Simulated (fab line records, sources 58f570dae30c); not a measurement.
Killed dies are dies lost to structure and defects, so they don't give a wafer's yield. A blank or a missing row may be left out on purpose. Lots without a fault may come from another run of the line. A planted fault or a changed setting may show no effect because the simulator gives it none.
Which tool did it? | flow berkeley_cmos170 | 7 lots, 21 wafers sampled, at 1 step of a route of 331

WHAT THE GAUGES READ, wafer by wafer
UCB170_PWELL_THK_MEAS_06.
lot  | measured    | on            | PWELL_NITRIDE_THK (nm)
L945 | day 3 08:31 | film_metro-04 | 218.7 216.7 217.7
L947 | day 3 18:47 | film_metro-02 | 220.7 221.6 220.2
L955 | day 5 08:16 | film_metro-02 | 220.9 220.8 222.7
L957 | day 5 13:36 | film_metro-01 | 218.6 217.2 215.0
L959 | day 6 02:09 | film_metro-02 | 218.1 219.4 218.9
L965 | day 7 10:58 | film_metro-01 | 221.0 220.8 218.7
L967 | day 7 17:24 | film_metro-02 | 217.9 216.4 216.5

WHICH TOOL RAN EACH LOT (tool, then ch and the chambers of the sampled wafers, then the start)
The record holds no process step before these readings.

THE ANSWER, worked out from the rows above alone
Rule: what is usual is taken from the lots themselves. Put in order of their means at a reading, lots are off if they are a third of the lots or fewer, leave a main group of 4 or more, and stand apart from it by a gap of 3 or more times the standard deviation of the main group's means; of several such gaps the widest counts. A main group whose means are all the same, to the digits that the tables above print for the reading, isn't used. A lot without any number at a reading at which 4 lots or more have one is off too. The other lots that the step has rows for count as sound.
No lot is off at any reading shown: from this, nothing can be told.

WHAT THE SIMULATOR HAD PUT IN
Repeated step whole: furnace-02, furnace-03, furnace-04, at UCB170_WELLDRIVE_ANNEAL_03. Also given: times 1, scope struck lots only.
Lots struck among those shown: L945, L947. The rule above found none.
